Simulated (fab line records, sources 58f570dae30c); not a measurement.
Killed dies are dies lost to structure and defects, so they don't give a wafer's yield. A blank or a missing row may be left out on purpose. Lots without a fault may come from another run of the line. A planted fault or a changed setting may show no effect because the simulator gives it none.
Split-lot experiment | flow berkeley_cmos170 | 5 lots, 23 wafers read, on a route of 331 steps

THE SPLIT
At UCB170_M1_METAL_ETCH_12 (etches Al in Cl2/BCl3, stops on PSG, target depth 780 nm, time 130 s), the setting icp_w was moved away from the recipe's 600 W on 9 of the 23 wafers read, by -8.0% to +10.4%. The other wafers ran this setting at the recipe's value.

The reading is taken at the split's own step.

THE READING
KrF_of_M1_COAT_04.thk_nm (the simulator's own value, which no gauge read), in nm, at UCB170_M1_METAL_ETCH_12 (etches Al in Cl2/BCl3, stops on PSG, target depth 780 nm, time 130 s). The file gives no usual value for it. The 14 wafers here that ran the recipe average 433.8 nm, standard deviation 8.1 nm.

wafer  | tool, chamber at the split | icp_w as run, W | against the recipe | KrF_of_M1_COAT_04.thk_nm, nm | against lot-mates on the recipe
L074.3 | rie_metal-03, 1            | 600             | recipe             | 426.2                        | -
L074.4 | rie_metal-03, 0            | 600             | recipe             | 428.1                        | -
L074.6 | rie_metal-03, 1            | 600             | recipe             | 424                          | -
L076.1 | rie_metal-02, 0            | 600             | recipe             | 437                          | -
L076.2 | rie_metal-02, 0            | 600             | recipe             | 449.1                        | -
L076.4 | rie_metal-02, 0            | 662.2           | +10.4%             | 405                          | -37.9
L076.5 | rie_metal-02, 0            | 662.2           | +10.4%             | 402.2                        | -40.7
L076.6 | rie_metal-02, 0            | 600             | recipe             | 442.6                        | -
L082.1 | rie_metal-04, 0            | 552.2           | -8.0%              | 471.1                        | +42.6
L082.3 | rie_metal-04, 0            | 552.2           | -8.0%              | 466.7                        | +38.2
L082.4 | rie_metal-04, 1            | 552.2           | -8.0%              | 456.6                        | +28.1
L082.5 | rie_metal-04, 0            | 600             | recipe             | 439.7                        | -
L082.6 | rie_metal-04, 1            | 600             | recipe             | 417.3                        | -
L080.1 | rie_metal-02, 0            | 600             | recipe             | 440.7                        | -
L080.2 | rie_metal-02, 1            | 633.5           | +5.6%              | 408.2                        | -30.3
L080.4 | rie_metal-02, 1            | 633.5           | +5.6%              | 412.6                        | -25.9
L080.5 | rie_metal-02, 0            | 600             | recipe             | 439.5                        | -
L080.6 | rie_metal-02, 1            | 600             | recipe             | 435.4                        | -
L081.2 | rie_metal-03, 0            | 600             | recipe             | 429.6                        | -
L081.3 | rie_metal-03, 0            | 644.4           | +7.4%              | 398.6                        | -32.4
L081.4 | rie_metal-03, 1            | 600             | recipe             | 430.7                        | -
L081.5 | rie_metal-03, 1            | 600             | recipe             | 432.6                        | -
L081.6 | rie_metal-03, 0            | 644.4           | +7.4%              | 400                          | -31.0

THE FIT
A straight line over all 23 wafers: KrF_of_M1_COAT_04.thk_nm changes by -3.71 nm for each +1% of icp_w; r = -0.92; the points scatter about the line by 7.9 nm.
The same after taking each lot's own level away (the mean of its wafers on the recipe; 23 wafers): -4.29 nm for each +1%; r = -0.97; scatter 5.2 nm.
On that fit, the largest move of icp_w shifts the reading by 44 nm.
The lots' own levels span 426.10 to 442.90 nm, that is 2.1 times the standard deviation above.
So the lot-to-lot level changes the slope: the two fits differ.
Check: with one of the wafers moved furthest among these (+10.4%) left out of the fit, the line predicts -45.6 nm for it against its lot-mates. It came out at -37.9 nm against them.

OTHER SPLITS ON THESE WAFERS
These wafers also went through other splits before the reading. Each is held against what the fit with the lots' levels taken away leaves over:
other split on the same wafers | wafers away from the commonest value | r with KrF_of_M1_COAT_04.thk_nm (lot level and that fit taken away)
UCB170_CONTACT_CVD_01 temp_c   | 5                                    | -0.18

THE FILE'S OWN FIT
KrF_of_M1_COAT_04.thk_nm changes by -4.24 nm for each +1% of icp_w, r = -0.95.
